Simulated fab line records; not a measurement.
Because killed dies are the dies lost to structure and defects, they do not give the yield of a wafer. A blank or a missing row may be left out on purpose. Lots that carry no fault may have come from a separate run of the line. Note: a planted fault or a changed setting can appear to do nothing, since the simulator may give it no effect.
Which tool did it? ; flow berkeley-cmos170 ; route of 331 steps, sampled at 1 step: 6 lots, 18 wafers

== WHAT EACH GAUGE READ, for each wafer ==
UCB170_SCREENOX_THK_MEAS_02.
lot;measured;on;SCREENOX_OXIDE_THK (nm)
L924;day 5 08:31;film-metro-03;13.9 14.2 13.9
L926;day 6 00:49;film-metro-04;14.2 14.6 14.5
L925;day 6 00:51;film-metro-03;14.5 14.5 14.5
L928;day 6 16:49;film-metro-04;14.4 14.2 14.6
L937;day 8 05:38;film-metro-03;15.3 15.5 15.6
L945;day 10 02:18;film-metro-04;14.4 14.1 14.2

== WHICH TOOL RAN EACH LOT (tool, then ch and the chambers of the sampled wafers, then the start) ==
There is no process step in the record ahead of these readings.

== THE ANSWER, worked out from the rows above alone ==
Rule: usual is defined by the lots themselves. The widest of any qualifying gaps counts: lots, ordered by their means at a reading, are off when they make up no more than a third of the lots, leave a main group of 4 or more, and stand apart from it by 3 or more times the standard deviation of that group's means. The tables above print the reading to a certain number of digits; a main group whose means all agree to those digits is not used. Also off: a lot with no number at a reading for which 4 or more lots have one. Where the step has rows for the other lots, those lots are counted as sound.
Off: at UCB170_SCREENOX_THK_MEAS_02 (SCREENOX_OXIDE_THK), L937. For the main group the mean is 14.3 nm and the standard deviation 0.18.
A tool fits if, at a process step before that reading, it ran every lot that is off, and no sound lot after the first of them. The gauges at UCB170_SCREENOX_THK_MEAS_02 are tried like those tools. One candidate fits, namely film-metro-03 at UCB170_SCREENOX_THK_MEAS_02. A fault onset in the window from L925 (day 6 00:51, its last sound lot) to L937 (day 8 05:38, its first lot off) fits.

== WHAT WAS PUT IN BY THE SIMULATOR ==
Metrology matching offset: film-metro-03, from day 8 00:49 on, at UCB170_SCREENOX_THK_MEAS_02. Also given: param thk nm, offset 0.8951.
Shown lots that were struck: L937. The same result came from the rule above.
